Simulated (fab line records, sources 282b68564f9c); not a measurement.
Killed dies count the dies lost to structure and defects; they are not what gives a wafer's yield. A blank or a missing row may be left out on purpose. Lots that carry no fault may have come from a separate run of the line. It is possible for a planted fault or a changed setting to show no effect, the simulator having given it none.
Split-lot trial -- flow rit-cmos -- route with 202 steps; 5 lots, 23 wafers read

== ABOUT THE SPLIT ==
At RIT_PWELL_COAT_01 (resist thk 1300 nm), the setting spin-rpm was moved away from the recipe's 2000 rpm on 9 of the 23 wafers read, by -4.6% to +4.8%. The other wafers ran this setting at the recipe's value.

== FROM THE SPLIT TO THE READING: what the file shows between them, 3 steps ==
- RIT_PWELL_SOFTBAKE_02: time 60 s
- RIT_PWELL_EXPOSE_03: exposes mask M3, target cd 43700 nm
- RIT_PWELL_DEVELOP_05: develop time 68 s

== THE READING ==
NOVOLAK_of_PWELL_COAT_01.thk-nm (the simulator's own value, which no gauge read), in nm, at RIT_PWELL_HARDBAKE_07 (time 120 s). The file does not state a usual value for it. The 14 wafers here that ran the recipe average 1136 nm, standard deviation 3 nm.

wafer,"tool, chamber at the split","spin-rpm as run, rpm",against the recipe,"NOVOLAK_of_PWELL_COAT_01.thk-nm, nm",against lot-mates on the recipe
L075.1,"litho-track-01, 0",2058,+2.9%,1122,-16
L075.2,"litho-track-01, 0",2058,+2.9%,1121,-17
L075.3,"litho-track-01, 0",2058,+2.9%,1120,-18
L075.5,"litho-track-01, 0",2000,recipe,1140,-
L075.6,"litho-track-01, 0",2000,recipe,1136,-
L076.1,"litho-track-02, 0",2000,recipe,1135,-
L076.3,"litho-track-02, 0",2000,recipe,1133,-
L076.4,"litho-track-02, 0",2000,recipe,1136,-
L076.5,"litho-track-02, 0",1907,-4.6%,1161,+26
L076.6,"litho-track-02, 0",1907,-4.6%,1162,+27
L078.1,"litho-track-02, 0",2000,recipe,1131,-
L078.2,"litho-track-02, 0",2000,recipe,1131,-
L078.3,"litho-track-02, 0",2000,recipe,1132,-
L078.5,"litho-track-02, 0",2097,+4.8%,1107,-24
L078.6,"litho-track-02, 0",2097,+4.8%,1107,-24
L079.1,"litho-track-02, 0",2000,recipe,1138,-
L079.5,"litho-track-02, 0",2000,recipe,1138,-
L079.4,"litho-track-02, 0",2000,recipe,1137,-
L084.1,"litho-track-02, 0",2000,recipe,1137,-
L084.4,"litho-track-02, 0",2000,recipe,1137,-
L084.2,"litho-track-02, 0",2000,recipe,1141,-
L084.3,"litho-track-02, 0",2059,+3.0%,1121,-17
L084.6,"litho-track-02, 0",2059,+3.0%,1120,-18

THE FIT
A straight line over all 23 wafers: NOVOLAK_of_PWELL_COAT_01.thk-nm changes by -5.56 nm for each +1% of spin-rpm; r = -0.98; the points scatter about the line by 2.6 nm.
The same after taking each lot's own level away (the mean of its wafers on the recipe; 23 wafers): -5.57 nm for each +1%; r = -0.99; scatter 1.5 nm.
The reading moves by 27 nm for the largest change in spin-rpm, on that fit.
Across the lots, their own levels run from 1131.3 to 1138.3 nm, a range of 2.3 times the standard deviation given above.
So the lot-to-lot level changes the slope little: the two slopes agree.
Check: -27.5 nm against its lot-mates is what the line predicts for one of the wafers moved furthest among these (+4.8%) when that wafer is left out of the fit. Against them it came out at -24.3 nm.

== THE OTHER SPLITS THESE WAFERS WENT THROUGH ==
Before the reading, these wafers also passed through other splits. Each is held against what the fit with the lots' levels taken away leaves over:
other split on the same wafers,wafers away from the commonest value,r with NOVOLAK_of_PWELL_COAT_01.thk-nm (lot level and that fit taken away)
RIT_ACTIVE_OXIDATION_01 ox-time-s,18,-0.26
RIT_ACTIVE_COAT_06 resist-thk-nm,9,+0.01
RIT_FOX2_OXIDATION_00 temp-c,10,-0.34
RIT_FOX2_WET_ETCH_03 time-s,10,+0.37
RIT_NWELL_IMPLANT_08 energy-kev,8,+0.33

== THE WHOLE CHAIN: every reading that the file lists as answering this split, in the file's order ==
step,what it does,reading,change (the file's fit),r (the file's)
RIT_PWELL_COAT_01,resist thk 1300 nm,"NOVOLAK_of_PWELL_COAT_01.thk-nm (the simulator's own value, which no gauge read)",-6.44 nm for each +1% of the setting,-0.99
RIT_PWELL_HARDBAKE_07,time 120 s,"NOVOLAK_of_PWELL_COAT_01.thk-nm (the simulator's own value, which no gauge read)",-5.54 nm for each +1% of the setting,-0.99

== FILE'S OWN FIT ==
NOVOLAK_of_PWELL_COAT_01.thk-nm changes by -5.54 nm for each +1% of spin-rpm, r = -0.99.
